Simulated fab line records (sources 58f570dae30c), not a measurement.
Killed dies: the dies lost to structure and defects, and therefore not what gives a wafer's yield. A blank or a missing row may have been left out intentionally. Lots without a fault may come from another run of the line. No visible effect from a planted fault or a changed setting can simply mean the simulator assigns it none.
Matching of chambers || flow berkeley cmos170 || UCB170_V2_CMP_02 on cmp-02: 4 sister chambers
The step polishes SiO2. 4 wafers are shown with their chamber, then 8 later ones without.

== WAFERS WITH THEIR CHAMBER ==
{"wafer": "L710.4", "chamber": 1, "motor current A (A)": 15.5}
{"wafer": "L716.3", "chamber": 2, "motor current A (A)": 17.6}
{"wafer": "L716.5", "chamber": 3, "motor current A (A)": 16.7}
{"wafer": "L717.1", "chamber": 0, "motor current A (A)": 17.1}

== WAFERS WITHOUT THEIR CHAMBER ==
{"wafer": "L717.2", "motor current A (A)": 17.5}
{"wafer": "L717.5", "motor current A (A)": 18.8}
{"wafer": "L725.1", "motor current A (A)": 16.2}
{"wafer": "L725.4", "motor current A (A)": 15.6}
{"wafer": "L725.6", "motor current A (A)": 17.6}
{"wafer": "L727.1", "motor current A (A)": 15.1}
{"wafer": "L727.4", "motor current A (A)": 17.3}
{"wafer": "L727.6", "motor current A (A)": 16.0}

== CHAMBER TAKEN BY EACH ==
{"wafer": "L717.2", "from the rows above": "can't be placed: 2 or 0 or 3", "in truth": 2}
{"wafer": "L717.5", "from the rows above": "can't be placed: 2 or 0 or 3", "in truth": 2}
{"wafer": "L725.1", "from the rows above": "can't be placed: 3 or 1 or 0 or 2", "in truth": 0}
{"wafer": "L725.4", "from the rows above": "can't be placed: 1 or 3", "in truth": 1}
{"wafer": "L725.6", "from the rows above": "can't be placed: 2 or 0 or 3", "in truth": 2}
{"wafer": "L727.1", "from the rows above": 1, "in truth": 1}
{"wafer": "L727.4", "from the rows above": "can't be placed: 0 or 2 or 3", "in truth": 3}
{"wafer": "L727.6", "from the rows above": "can't be placed: 1 or 3 or 0", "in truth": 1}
Correctly placed: 1 of 8. These rows do not allow placing 7 (true chamber among the candidates in 7). Wrongly placed: 0.
How it was worked out, from the rows above alone: a wafer's distance from a chamber is the root of the sum, over the readings, of the square of ((its reading less the chamber's mean) divided by the reading's scatter). The wafer belongs to the nearest chamber; if the next one is less than 2 further off, it can't be placed. Each chamber's mean is taken over the wafers shown for it. The scatter: root of mean squared gap, hidden wafer to nearest shown wafer, with one shown wafer a chamber.
